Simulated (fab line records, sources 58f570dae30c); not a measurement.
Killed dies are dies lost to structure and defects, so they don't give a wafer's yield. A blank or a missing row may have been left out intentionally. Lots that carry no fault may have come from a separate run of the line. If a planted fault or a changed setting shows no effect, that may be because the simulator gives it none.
Which tool did it? :: flow berkeley_cmos170 :: 14 lots with 42 wafers sampled at 6 steps, on a route of 331 steps

WHAT THE GAUGES READ, wafer by wafer
UCB170_PWELL_OVL_MEAS_13. Usual: PWELL_OVL 1 nm, standard deviation 6.1.
lot: L783
measured: day 3 08:58
on: overlay-01
PWELL_OVL (nm): 3 -3 3
flag: 

lot: L784
measured: day 3 09:20
on: overlay-01
PWELL_OVL (nm): 14 8 -1
flag: 

lot: L785
measured: day 3 14:33
on: overlay-01
PWELL_OVL (nm): 7 6 5
flag: 

lot: L788
measured: day 4 01:31
on: overlay-02
PWELL_OVL (nm): 3 -2 -9
flag: 

lot: L787
measured: day 4 01:47
on: overlay-02
PWELL_OVL (nm): -1 -7 -6
flag: 

lot: L790
measured: day 4 12:03
on: overlay-02
PWELL_OVL (nm): 2 -7 -8
flag: 

lot: L797
measured: day 6 05:26
on: overlay-01
PWELL_OVL (nm): 4 0 0
flag: 

lot: L798
measured: day 6 10:10
on: overlay-01
PWELL_OVL (nm): 4 1 -8
flag: 

lot: L799
measured: day 6 10:23
on: overlay-02
PWELL_OVL (nm): 5 -8 -4
flag: 

lot: L803
measured: day 7 01:34
on: overlay-01
PWELL_OVL (nm): 3 9 6
flag: 

lot: L802
measured: day 7 01:49
on: overlay-02
PWELL_OVL (nm): 3 3 -2
flag: 

lot: L805
measured: day 7 07:08
on: overlay-01
PWELL_OVL (nm): 2 -1 -2
flag: 

lot: L804
measured: day 7 07:52
on: overlay-01
PWELL_OVL (nm): -6 -2 -7
flag: 

lot: L806
measured: day 7 15:08
on: overlay-01
PWELL_OVL (nm): 9 13 8
flag: 

UCB170_ACTIVE_CD_MEAS_13 targets a cd of 1200 nm. Usual: cd_nm at 1199.7 nm, with a standard deviation of 1.7.
lot: L783
measured: day 4 12:03
on: cd_sem-02
cd_nm (nm): 1198.1 1197.7 1196.5
flag: 

lot: L784
measured: day 4 12:20
on: cd_sem-02
cd_nm (nm): 1198.1 1197.7 1199.0
flag: 

lot: L785
measured: day 5 01:00
on: cd_sem-02
cd_nm (nm): 1199.1 1199.0 1198.8
flag: 

lot: L788
measured: day 5 13:23
on: cd_sem-01
cd_nm (nm): 1199.4 1199.5 1198.8
flag: 

lot: L787
measured: day 5 14:07
on: cd_sem-02
cd_nm (nm): 1200.3 1200.1 1201.5
flag: 

lot: L790
measured: day 5 21:03
on: cd_sem-02
cd_nm (nm): 1201.6 1201.4 1201.7
flag: 

lot: L797
measured: day 7 02:43
on: cd_sem-01
cd_nm (nm): 1198.7 1200.1 1197.3
flag: 

lot: L798
measured: day 7 14:01
on: cd_sem-01
cd_nm (nm): 1203.6 1202.6 1202.0
flag: 

lot: L799
measured: day 7 14:05
on: cd_sem-02
cd_nm (nm): 1198.2 1198.7 1201.0
flag: 

lot: L803
measured: day 8 11:02
on: cd_sem-01
cd_nm (nm): 1195.9 1196.4 1195.4
flag: 

lot: L802
measured: day 8 11:06
on: cd_sem-02
cd_nm (nm): 1201.2 1201.0 1200.5
flag: 

lot: L805
measured: day 8 10:28
on: cd_sem-02
cd_nm (nm): 1201.3 1201.5 1199.8
flag: 

lot: L804
measured: day 8 10:01
on: cd_sem-02
cd_nm (nm): 1199.1 1198.0 1198.0
flag: 

lot: L806
measured: day 8 16:26
on: cd_sem-01
cd_nm (nm): 1199.0 1198.4 1198.1
flag: 

UCB170_SPACER_THK_MEAS_01. Usual: SPACER_TEOS_THK 375 nm, standard deviation 4.8.
lot: L783
measured: day 6 19:52
on: film_metro-03
SPACER_TEOS_THK (nm): 369 370 374
flag: 

lot: L784
measured: day 6 20:04
on: film_metro-02
SPACER_TEOS_THK (nm): 370 370 371
flag: 

lot: L785
measured: day 7 04:38
on: film_metro-01
SPACER_TEOS_THK (nm): 375 375 377
flag: 

lot: L788
measured: day 7 14:40
on: film_metro-01
SPACER_TEOS_THK (nm): 415 417 417 415 418 417
flag: OFF

lot: L787
measured: day 7 13:22
on: film_metro-03
SPACER_TEOS_THK (nm): 372 373 383
flag: 

lot: L790
measured: day 7 21:38
on: film_metro-01
SPACER_TEOS_THK (nm): 420 424 425 420 424 425
flag: OFF

lot: L797
measured: day 9 03:47
on: film_metro-02
SPACER_TEOS_THK (nm): 370 373 381
flag: 

lot: L798
measured: day 9 12:44
on: film_metro-02
SPACER_TEOS_THK (nm): 376 368 373
flag: 

lot: L799
measured: day 9 11:52
on: film_metro-02
SPACER_TEOS_THK (nm): 373 380 380
flag: 

lot: L803
measured: day 10 16:37
on: film_metro-03
SPACER_TEOS_THK (nm): 369 375 368
flag: 

lot: L802
measured: day 10 16:52
on: film_metro-03
SPACER_TEOS_THK (nm): 367 373 374
flag: 

lot: L805
measured: day 10 17:01
on: film_metro-02
SPACER_TEOS_THK (nm): 374 373 378
flag: 

lot: L804
measured: day 10 16:48
on: film_metro-02
SPACER_TEOS_THK (nm): 364 377 375
flag: 

lot: L806
measured: day 11 01:38
on: film_metro-03
SPACER_TEOS_THK (nm): 374 371 378
flag: 

UCB170_M3_BOW_MEAS_20. Usual: M3_BOW 36 um, standard deviation 7.
lot: L783
measured: day 8 13:32
on: film_metro-01
M3_BOW (um): 22 36 33
flag: 

lot: L784
measured: day 8 12:58
on: film_metro-01
M3_BOW (um): 29 30 35
flag: 

lot: L785
measured: day 8 18:47
on: film_metro-04
M3_BOW (um): 32 23 32
flag: 

lot: L788
measured: day 9 01:44
on: film_metro-02
M3_BOW (um): 36 40 36
flag: 

lot: L787
measured: day 8 23:45
on: film_metro-01
M3_BOW (um): 41 42 40
flag: 

lot: L790
measured: day 9 11:13
on: film_metro-02
M3_BOW (um): 40 50 38
flag: 

lot: L797
measured: day 10 17:00
on: film_metro-04
M3_BOW (um): 40 31 36
flag: 

lot: L798
measured: day 11 00:02
on: film_metro-02
M3_BOW (um): 48 39 36
flag: 

lot: L799
measured: day 10 23:25
on: film_metro-02
M3_BOW (um): 31 36 42
flag: 

lot: L803
measured: day 12 06:32
on: film_metro-02
M3_BOW (um): 49 38 39
flag: 

lot: L802
measured: day 12 04:57
on: film_metro-02
M3_BOW (um): 36 29 33
flag: 

lot: L805
measured: day 12 06:11
on: film_metro-04
M3_BOW (um): 35 49 36
flag: 

lot: L804
measured: day 12 03:54
on: film_metro-02
M3_BOW (um): 39 43 40
flag: 

lot: L806
measured: day 12 11:20
on: film_metro-04
M3_BOW (um): 33 37 39
flag: 

EACH LOT AND THE TOOL THAT RAN IT (in order: tool; ch and the chambers of the sampled wafers; start)
lot: L783
UCB170_SPACER_CVD_00: pecvd-04 ch 1,2, day 6 19:49
UCB170_SPACER_ETCHBACK_03: rie_diel-03 ch 0,1,2, day 6 23:25

lot: L784
UCB170_SPACER_CVD_00: pecvd-02 ch 0,1, day 6 20:01
UCB170_SPACER_ETCHBACK_03: rie_diel-01 ch 1,2,3, day 6 23:25

lot: L785
UCB170_SPACER_CVD_00: pecvd-04 ch 0,2, day 7 04:35
UCB170_SPACER_ETCHBACK_03: rie_diel-03 ch 1,2,3, day 7 06:19

lot: L788
UCB170_SPACER_CVD_00: pecvd-04 ch 0,2, day 7 14:38
UCB170_SPACER_ETCHBACK_03: rie_diel-01 ch 0,1, day 7 20:10

lot: L787
UCB170_SPACER_CVD_00: pecvd-03 ch 0,1,2, day 7 13:19
UCB170_SPACER_ETCHBACK_03: rie_diel-04 ch 0,2,3, day 7 16:13

lot: L790
UCB170_SPACER_CVD_00: pecvd-04 ch 0,1,2, day 7 21:35
UCB170_SPACER_ETCHBACK_03: rie_diel-04 ch 0,2, day 8 01:59

lot: L797
UCB170_SPACER_CVD_00: pecvd-03 ch 0,1, day 9 03:44
UCB170_SPACER_ETCHBACK_03: rie_diel-04 ch 0,2, day 9 09:26

lot: L798
UCB170_SPACER_CVD_00: pecvd-03 ch 0,1,2, day 9 12:36
UCB170_SPACER_ETCHBACK_03: rie_diel-01 ch 1,2,3, day 9 17:16

lot: L799
UCB170_SPACER_CVD_00: pecvd-03 ch 0,1,2, day 9 11:49
UCB170_SPACER_ETCHBACK_03: rie_diel-04 ch 0,3, day 9 17:16

lot: L803
UCB170_SPACER_CVD_00: pecvd-03 ch 0,1,2, day 10 16:34
UCB170_SPACER_ETCHBACK_03: rie_diel-03 ch 1,2, day 10 18:54

lot: L802
UCB170_SPACER_CVD_00: pecvd-04 ch 1,2, day 10 16:49
UCB170_SPACER_ETCHBACK_03: rie_diel-04 ch 0,1,2, day 10 18:54

lot: L805
UCB170_SPACER_CVD_00: pecvd-03 ch 0,1,2, day 10 16:58
UCB170_SPACER_ETCHBACK_03: rie_diel-03 ch 0,1, day 10 18:58

lot: L804
UCB170_SPACER_CVD_00: pecvd-02 ch 0,1,2, day 10 16:45
UCB170_SPACER_ETCHBACK_03: rie_diel-01 ch 0,1, day 10 18:54

lot: L806
UCB170_SPACER_CVD_00: pecvd-02 ch 0,1,2, day 11 01:36
UCB170_SPACER_ETCHBACK_03: rie_diel-03 ch 1,2,3, day 11 04:29
- UCB170_SPACER_CVD_00: deposits SiO2 from TEOS/O2, target thk 376 nm, time 47 s.
- UCB170_SPACER_ETCHBACK_03: etches SiO2 in CHF3/CF4/Ar, stops on Si, target depth 376 nm, time 100 s.

AS READ BY THE TOOLS THEMSELVES (means over the sampled wafers that have a number; for cases with no such wafer, the mark the record gives instead)
UCB170_SPACER_CVD_00. Usual: heater_power_w 245 W, standard deviation 48; pressure_mtorr 9002 mTorr, standard deviation 16; rf_fwd_power_W 543.2 W, standard deviation 2.
lot: L783
tool: pecvd-04
heater_power_w (W): 225
pressure_mtorr (mTorr): 9009
rf_fwd_power_W (W): 541.7
flag: 

lot: L784
tool: pecvd-02
heater_power_w (W): 254
pressure_mtorr (mTorr): 9007
rf_fwd_power_W (W): 540.0
flag: 

lot: L785
tool: pecvd-04
heater_power_w (W): 260
pressure_mtorr (mTorr): 8992
rf_fwd_power_W (W): 543.3
flag: 

lot: L788
tool: pecvd-04
heater_power_w (W): 163
pressure_mtorr (mTorr): 9014
rf_fwd_power_W (W): 764.4
flag: OFF

lot: L787
tool: pecvd-03
heater_power_w (W): 220
pressure_mtorr (mTorr): 8995
rf_fwd_power_W (W): 544.5
flag: 

lot: L790
tool: pecvd-04
heater_power_w (W): 167
pressure_mtorr (mTorr): 8989
rf_fwd_power_W (W): 764.7
flag: OFF

lot: L797
tool: pecvd-03
heater_power_w (W): 227
pressure_mtorr (mTorr): 9017
rf_fwd_power_W (W): 544.2
flag: 

lot: L798
tool: pecvd-03
heater_power_w (W): 286
pressure_mtorr (mTorr): 9004
rf_fwd_power_W (W): 545.2
flag: 

lot: L799
tool: pecvd-03
heater_power_w (W): 224
pressure_mtorr (mTorr): 9002
rf_fwd_power_W (W): 542.1
flag: 

lot: L803
tool: pecvd-03
heater_power_w (W): 261
pressure_mtorr (mTorr): 9034
rf_fwd_power_W (W): 545.9
flag: 

lot: L802
tool: pecvd-04
heater_power_w (W): 233
pressure_mtorr (mTorr): 8990
rf_fwd_power_W (W): 542.9
flag: 

lot: L805
tool: pecvd-03
heater_power_w (W): 251
pressure_mtorr (mTorr): 9006
rf_fwd_power_W (W): 544.2
flag: 

lot: L804
tool: pecvd-02
heater_power_w (W): 229
pressure_mtorr (mTorr): 9001
rf_fwd_power_W (W): 542.6
flag: 

lot: L806
tool: pecvd-02
heater_power_w (W): 238
pressure_mtorr (mTorr): 8997
rf_fwd_power_W (W): 543.4
flag: 

UCB170_SPACER_ETCHBACK_03. Usual: drypump_motor_current_A 5.8 A, standard deviation 0.48; oes_product_au 0.902 a.u., standard deviation 0.017; throttle_valve_pct 6.45 %, standard deviation 0.12.
lot: L783
tool: rie_diel-03
drypump_motor_current_A (A): 6.0
oes_product_au (a.u.): 0.892
throttle_valve_pct (%): 6.40
flag: 

lot: L784
tool: rie_diel-01
drypump_motor_current_A (A): 5.7
oes_product_au (a.u.): 0.897
throttle_valve_pct (%): 6.53
flag: 

lot: L785
tool: rie_diel-03
drypump_motor_current_A (A): 5.7
oes_product_au (a.u.): 0.907
throttle_valve_pct (%): 6.44
flag: 

lot: L788
tool: rie_diel-01
drypump_motor_current_A (A): 5.8
oes_product_au (a.u.): 0.967
throttle_valve_pct (%): 6.48
flag: OFF

lot: L787
tool: rie_diel-04
drypump_motor_current_A (A): 5.8
oes_product_au (a.u.): 0.893
throttle_valve_pct (%): 6.47
flag: 

lot: L790
tool: rie_diel-04
drypump_motor_current_A (A): 5.7
oes_product_au (a.u.): 0.973
throttle_valve_pct (%): 6.49
flag: OFF

lot: L797
tool: rie_diel-04
drypump_motor_current_A (A): 5.5
oes_product_au (a.u.): 0.899
throttle_valve_pct (%): 6.48
flag: 

lot: L798
tool: rie_diel-01
drypump_motor_current_A (A): 5.6
oes_product_au (a.u.): 0.899
throttle_valve_pct (%): 6.54
flag: 

lot: L799
tool: rie_diel-04
drypump_motor_current_A (A): 5.9
oes_product_au (a.u.): 0.890
throttle_valve_pct (%): 6.48
flag: 

lot: L803
tool: rie_diel-03
drypump_motor_current_A (A): 5.5
oes_product_au (a.u.): 0.892
throttle_valve_pct (%): 6.53
flag: 

lot: L802
tool: rie_diel-04
drypump_motor_current_A (A): 5.7
oes_product_au (a.u.): 0.898
throttle_valve_pct (%): 6.52
flag: 

lot: L805
tool: rie_diel-03
drypump_motor_current_A (A): 5.5
oes_product_au (a.u.): 0.906
throttle_valve_pct (%): 6.48
flag: 

lot: L804
tool: rie_diel-01
drypump_motor_current_A (A): 5.9
oes_product_au (a.u.): 0.891
throttle_valve_pct (%): 6.43
flag: 

lot: L806
tool: rie_diel-03
drypump_motor_current_A (A): 5.7
oes_product_au (a.u.): 0.909
throttle_valve_pct (%): 6.43
flag: 

THE ANSWER, worked out from the rows above alone
Rule: a lot is off if the mean of its wafers that have a number lies more than 3 standard deviations from the usual mean. Also off: a lot with no number at a reading for which 4 or more lots have one. All remaining lots with rows at the step are treated as sound. Order of review: gauges by route order, followed by the tools' own readings, for which a lot's mean as printed above is used. The first step at which some lot is off is used, and at that step the reading that is off furthest; a lot without a number counts as furthest.
Off: L788, L790, at UCB170_SPACER_THK_MEAS_01 (SPACER_TEOS_THK).
If a tool, at a process step before that reading, ran all the lots that are off and no sound lot after the first of them, it fits. The gauges at UCB170_SPACER_THK_MEAS_01 aren't tried: what is off there is off at UCB170_SPACER_CVD_00 too, on other tools, and a gauge's error can't cause that. Of those tried, none fits.

WHAT THE SIMULATOR HAD INSERTED
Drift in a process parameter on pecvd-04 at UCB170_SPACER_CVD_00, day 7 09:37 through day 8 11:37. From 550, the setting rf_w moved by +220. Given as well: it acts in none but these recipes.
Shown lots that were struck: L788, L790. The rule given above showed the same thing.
